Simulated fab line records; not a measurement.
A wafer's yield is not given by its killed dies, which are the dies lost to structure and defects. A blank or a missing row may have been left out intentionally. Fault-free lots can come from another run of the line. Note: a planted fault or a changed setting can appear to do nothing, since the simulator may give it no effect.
What tool caused it?    flow berkeleyCmos170    42 wafers from 14 lots sampled at 3 of the route's 331 steps

== WHAT THE GAUGES READ, wafer by wafer ==
UCB170_START_BOW_MEAS_00. Usual: INCOMING_BOW 0 um, standard deviation 5.6.
lot   measured     on            INCOMING_BOW (um)  flag
L432  day 1 10:04  filmMetro-03  3 -1 -14           
L433  day 1 15:01  filmMetro-03  5 4 4              
L434  day 1 20:01  filmMetro-03  3 3 5              
L435  day 2 01:01  filmMetro-04  -7 -4 -5           
L436  day 2 06:01  filmMetro-01  -5 -4 -2           
L437  day 2 11:00  filmMetro-01  -7 -3 -2           
L438  day 2 16:00  filmMetro-01  -1 4 1             
L440  day 3 02:00  filmMetro-04  1 4 5              
L441  day 3 07:00  filmMetro-04  3 1 2              
L442  day 3 12:04  filmMetro-03  4 3 11             
L448  day 4 18:01  filmMetro-03  -6 3 -1            
L450  day 5 04:01  filmMetro-03  1 -3 -7            
L453  day 5 19:01  filmMetro-01  6 0 0              
L455  day 6 05:01  filmMetro-03  -2 -8 3            

UCB170_M2_CD_MEAS_15: the cd target is 700 nm. Usual: cdNm reads 699.8 nm (standard deviation 1.3).
lot   measured      on        cdNm (nm)          flag
L432  day 9 04:49   cdSem-02  699.9 698.9 698.2  
L433  day 9 05:44   cdSem-01  698.9 699.3 698.2  
L434  day 9 06:01   cdSem-01  698.9 699.3 699.0  
L435  day 9 03:55   cdSem-02  697.1 697.8 697.9  
L436  day 9 20:36   cdSem-02  700.5 699.6 701.2  
L437  day 9 12:34   cdSem-01  699.6 700.2 700.7  
L438  day 9 14:06   cdSem-01  700.7 699.8 700.4  
L440  day 9 20:46   cdSem-01  699.3 700.4 700.6  
L441  day 10 09:01  cdSem-01  699.4 699.9 700.6  
L442  day 10 11:52  cdSem-02  703.5 703.1 702.3  
L448  day 12 05:24  cdSem-02  700.8 698.7 699.0  
L450  day 12 05:41  cdSem-01  700.2 699.6 700.7  
L453  day 12 22:39  cdSem-01  700.2 699.6 699.7  
L455  day 12 23:31  cdSem-02  699.4 701.0 700.7  

== TOOL THAT RAN EACH LOT (tool first, then ch and the chambers of the sampled wafers, then the start) ==
lot   UCB170_CONTACT_RTA_08
L432  rtpAnneal-02 ch 0, day 8 15:58
L433  rtpAnneal-02 ch 0, day 8 16:17
L434  rtpAnneal-01 ch 0, day 8 16:28
L435  rtpAnneal-01 ch 0, day 8 14:23
L436  rtpAnneal-02 ch 0, day 9 07:20
L437  rtpAnneal-02 ch 0, day 9 01:22
L438  rtpAnneal-01 ch 0, day 9 01:33
L440  rtpAnneal-01 ch 0, day 9 07:58
L441  rtpAnneal-02 ch 0, day 9 22:20
L442  rtpAnneal-02 ch 0, day 10 00:09
L448  rtpAnneal-01 ch 0, day 11 17:22
L450  rtpAnneal-02 ch 0, day 11 17:25
L453  rtpAnneal-02 ch 0, day 12 07:58
L455  rtpAnneal-01 ch 0, day 12 08:47
- UCB170_CONTACT_RTA_08: time 10 s.

== AS READ BY THE TOOLS THEMSELVES (means over the sampled wafers that have a number; for cases with no such wafer, the mark the record gives instead) ==
UCB170_CONTACT_RTA_08. Usual: lampPowerPct 22.2 %, standard deviation 0.74; wafer_temp_C_max 905.5, standard deviation 0.94.
lot   tool          lampPowerPct (%)  wafer_temp_C_max  flag
L432  rtpAnneal-02  21.6              904.7             
L433  rtpAnneal-02  21.6              905.7             
L434  rtpAnneal-01  23.1              905.1             
L435  rtpAnneal-01  23.2              905.5             
L436  rtpAnneal-02  21.6              904.9             
L437  rtpAnneal-02  21.6              907.2             
L438  rtpAnneal-01  23.2              904.7             
L440  rtpAnneal-01  23.1              904.8             
L441  rtpAnneal-02  21.6              906.4             
L442  rtpAnneal-02  21.6              905.7             
L448  rtpAnneal-01  23.1              904.9             
L450  rtpAnneal-02  25.2              959.8             OFF
L453  rtpAnneal-02  25.2              960.4             OFF
L455  rtpAnneal-01  23.2              904.7             

== THE ANSWER, worked out from the rows above alone ==
Rule: a lot counts as off when the mean over its wafers that have a number is more than 3 standard deviations away from the usual mean. A lot without any number at a reading at which 4 lots or more have one is off too. Any other lot the step has rows for is counted as sound. First the gauges in route order, then the tools' own readings, where a lot's mean is used as printed above. At the first step where some lot is off, the reading lying furthest off is the one used; lots without a number count as furthest.
Off: L450, L453, at UCB170_CONTACT_RTA_08 (wafer_temp_C_max).
A tool fits if, at that step or a process step before it, it ran every lot that is off, and no sound lot after the first of them. One fits: UCB170_CONTACT_RTA_08 on rtpAnneal-02. A fault onset in the window from L442 (day 10 00:09, its last sound lot) to L450 (day 11 17:25, its first lot off) fits.
The tool's own readings at UCB170_CONTACT_RTA_08 bear it out: on the lots that are off they differ by more than 5 times the standard deviation of the sound lots' means. wafer_temp_C_max reads 960.1 there against 905.4 on the sound lots.

== WHAT THE SIMULATOR PUT IN ==
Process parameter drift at UCB170_CONTACT_RTA_08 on rtpAnneal-02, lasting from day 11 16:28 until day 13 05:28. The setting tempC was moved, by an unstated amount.
Shown lots that were struck: L450, L453. The rule above reached the same finding.
